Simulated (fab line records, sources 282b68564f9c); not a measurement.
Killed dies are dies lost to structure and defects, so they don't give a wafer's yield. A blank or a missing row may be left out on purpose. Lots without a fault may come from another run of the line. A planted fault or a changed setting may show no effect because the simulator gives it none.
A struck lot beside a sound one | flow rit_cmos | 15 steps out of a route of 202
Sound: wafers L270.1, L270.4, L270.5. Struck: wafers L281.3, L281.4, L281.6. The cause comes at the end.
At each step with rows: each side's tool, then ch and its chambers, then its first start. Under that, the readings that differ: sound wafers | struck wafers | difference of the means | sigmas: that difference in standard deviations of wafers without a fault.
alike: readings whose means differ by less than 2 such deviations, and words and numbers that are the same on both sides. not compared: withheld readings, readings that some wafer has no value for, bounds like >300 that may hide the same value, and numbers for which the record gives no deviation and whose values overlap.
The two part at a step that has a row with sigmas, a row that says differs or no value, or rows on one side only. Numbers that don't overlap but have no deviation are shown without sigmas and don't part them. A reading that every wafer of one side lacks parts them only if that side has two wafers or more.

RIT_SILICIDE_RS_MEAS_02: measures by four-point-probe.
  sound on film_metro-01, day 3 05:35; struck on film_metro-03, day 5 13:11
  alike: SILICIDE_TI_RS
RIT_SILICIDE_THK_MEAS_03: measures by xrf.
  sound on film_metro-01, day 3 05:42; struck on film_metro-03, day 5 13:17
  alike: SILICIDE_TI_THK
RIT_SILICIDE_RTA_04: time 10 s, ramp up 5 s, ramp down 5 s.
  sound on rtp_anneal-01 ch 0, day 3 05:46; struck on rtp_anneal-02 ch 0, day 5 13:22
  alike: wafer_temp_C_max
then, 1 step without rows for these wafers: RIT_SILICIDE_WET_ETCH_05 (etches Ti in SPM, time 120 s).
RIT_SILICIDE_RTA_06: time 10 s, ramp up 5 s, ramp down 10 s.
  sound on rtp_anneal-02 ch 0, day 3 05:53; struck on rtp_anneal-02 ch 0, day 5 13:33
  alike: wafer_temp_C_max
RIT_CONTACT_CVD_00: deposits SiO2 from TEOS, target thk 400 nm, time 63.96 s.
  sound on pecvd-04 ch 0,1,2, day 3 05:56; struck on pecvd-03 ch 1,2, day 5 13:38
  alike: heater_power_w
RIT_CONTACT_THK_MEAS_01:
  sound on film_metro-04, day 3 05:59; struck on film_metro-02, day 5 13:43
  alike: CONTACT_TEOS_THK
then, 5 steps without rows for these wafers: RIT_CONTACT_HMDS_02 (prime time 60 s); RIT_CONTACT_COAT_03 (resist thk 1000 nm); RIT_CONTACT_SOFTBAKE_04 (time 60 s); RIT_CONTACT_EXPOSE_05 (exposes mask M11, target cd 1000 nm); RIT_CONTACT_PEB_06.
RIT_CONTACT_DEVELOP_07: develop time 120 s.
  sound on litho_track-04 ch 0, day 3 06:00; struck on litho_track-03 ch 0, day 5 14:00
  reading              | sound             | struck            | difference | sigmas
  developer_temp_C (C) | 23.16 23.16 22.96 | 22.20 22.44 22.46 | -0.73      | -7
  alike: exhaust_pa
RIT_CONTACT_CD_MEAS_08: target cd 1000 nm.
  sound on cd_sem-02, day 3 07:02; struck on cd_sem-02, day 5 14:45
  alike: cd_nm
then, 1 step without rows for these wafers: RIT_M1_PROBE_99.

WHERE THEY PART
Only at RIT_CONTACT_DEVELOP_07, within this record. Later steps at which nothing parts them and some readings are alike: RIT_CONTACT_CD_MEAS_08.

WHY: what the simulator had put in
Process parameter drift: litho_track-03, from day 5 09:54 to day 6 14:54, at RIT_CONTACT_DEVELOP_07. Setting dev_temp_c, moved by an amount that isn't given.
